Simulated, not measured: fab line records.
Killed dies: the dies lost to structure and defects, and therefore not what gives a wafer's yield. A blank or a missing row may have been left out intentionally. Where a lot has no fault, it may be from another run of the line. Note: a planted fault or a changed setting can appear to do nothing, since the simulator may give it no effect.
Which tool was responsible?	flow rit cmos	Sampling: 14 lots, 42 wafers, 2 of 202 route steps

== WHAT THE GAUGES SHOWED, per wafer ==
RIT_SPACER_THK_MEAS_04.
lot	measured	on	SPACER_NITRIDE_THK (nm)
L590	day 3 04:05	film metro-02	254.2 250.1 251.4
L591	day 3 14:40	film metro-04	250.6 248.7 250.8
L593	day 3 23:25	film metro-01	250.3 251.9 252.4
L594	day 4 01:35	film metro-04	250.9 250.5 248.9
L595	day 4 06:06	film metro-02	248.1 251.4 248.9
L596	day 4 15:25	film metro-01	257.2 256.2 256.9
L597	day 4 20:22	film metro-02	255.1 252.0 252.4
L598	day 5 01:19	film metro-04	255.3 253.3 253.9
L599	day 5 07:00	film metro-02	251.8 252.8 252.2
L603	day 5 23:29	film metro-04	256.1 254.2 253.1
L606	day 6 13:50	film metro-02	284.0 280.9 283.0
L607	day 6 20:32	film metro-02	279.5 278.8 280.6
L608	day 7 01:05	film metro-01	247.9 250.8 251.3
L610	day 7 13:32	film metro-04	250.9 251.0 251.6

== WHAT TOOL EACH LOT RAN ON (gives the tool, then ch and the chambers of the sampled wafers, and finally the start) ==
lot	RIT_SPACER_CVD_03
L590	lpcvd-01 ch 0, day 3 02:10
L591	lpcvd-01 ch 1, day 3 12:46
L593	lpcvd-01 ch 1, day 3 21:28
L594	lpcvd-02 ch 1, day 3 23:40
L595	lpcvd-01 ch 1, day 4 04:10
L596	lpcvd-01 ch 0, day 4 13:29
L597	lpcvd-01 ch 1, day 4 18:26
L598	lpcvd-01 ch 1, day 4 23:23
L599	lpcvd-01 ch 0, day 5 05:03
L603	lpcvd-02 ch 1, day 5 21:34
L606	lpcvd-01 ch 1, day 6 11:55
L607	lpcvd-01 ch 1, day 6 18:37
L608	lpcvd-02 ch 1, day 6 23:10
L610	lpcvd-02 ch 0, day 7 11:37
- RIT_SPACER_CVD_03: deposits Si3N4 from SiH2Cl2/NH3, target thk 250 nm, time 3300 s.

== AS READ BY THE TOOLS THEMSELVES (means over the sampled wafers that have a number; for cases with no such wafer, the mark the record gives instead) ==
RIT_SPACER_CVD_03.
lot	tool	nh3 flow sccm (sccm)	pressure mtorr (mTorr)
L590	lpcvd-01	149.6	299.4
L591	lpcvd-01	149.9	299.5
L593	lpcvd-01	150.3	299.8
L594	lpcvd-02	150.7	299.4
L595	lpcvd-01	149.4	299.8
L596	lpcvd-01	149.7	299.7
L597	lpcvd-01	150.3	299.9
L598	lpcvd-01	149.4	299.7
L599	lpcvd-01	149.7	299.4
L603	lpcvd-02	149.8	299.4
L606	lpcvd-01	149.4	300.0
L607	lpcvd-01	149.6	300.1
L608	lpcvd-02	149.8	300.0
L610	lpcvd-02	149.9	300.2

== THE ANSWER, worked out from the rows above alone ==
Rule: what is usual is taken from the lots themselves. The widest of any qualifying gaps counts: lots, ordered by their means at a reading, are off when they make up no more than a third of the lots, leave a main group of 4 or more, and stand apart from it by 3 or more times the standard deviation of that group's means. A main group whose means are all the same, to the digits that the tables above print for the reading, isn't used. Also off: a lot with no number at a reading for which 4 or more lots have one. All remaining lots with rows at the step are treated as sound. First the gauges in route order, then the tools' own readings, where a lot's mean is used as printed above. The first step at which some lot is off is used, and at that step the reading that is off furthest; a lot without a number counts as furthest.
Off: L606, L607, seen at RIT_SPACER_THK_MEAS_04 (SPACER_NITRIDE_THK). The main group has a mean of 252.1 nm with a standard deviation of 2.1.
A tool fits if, at a process step before that reading, it ran every lot that is off, and no sound lot after the first of them. Those tools and the gauges at RIT_SPACER_THK_MEAS_04 are tried in the same way. Can't be told from this: 2 tools fit, lpcvd-01 at RIT_SPACER_CVD_03, film metro-02 at RIT_SPACER_THK_MEAS_04.

== WHAT HAD BEEN PUT IN BY THE SIMULATOR ==
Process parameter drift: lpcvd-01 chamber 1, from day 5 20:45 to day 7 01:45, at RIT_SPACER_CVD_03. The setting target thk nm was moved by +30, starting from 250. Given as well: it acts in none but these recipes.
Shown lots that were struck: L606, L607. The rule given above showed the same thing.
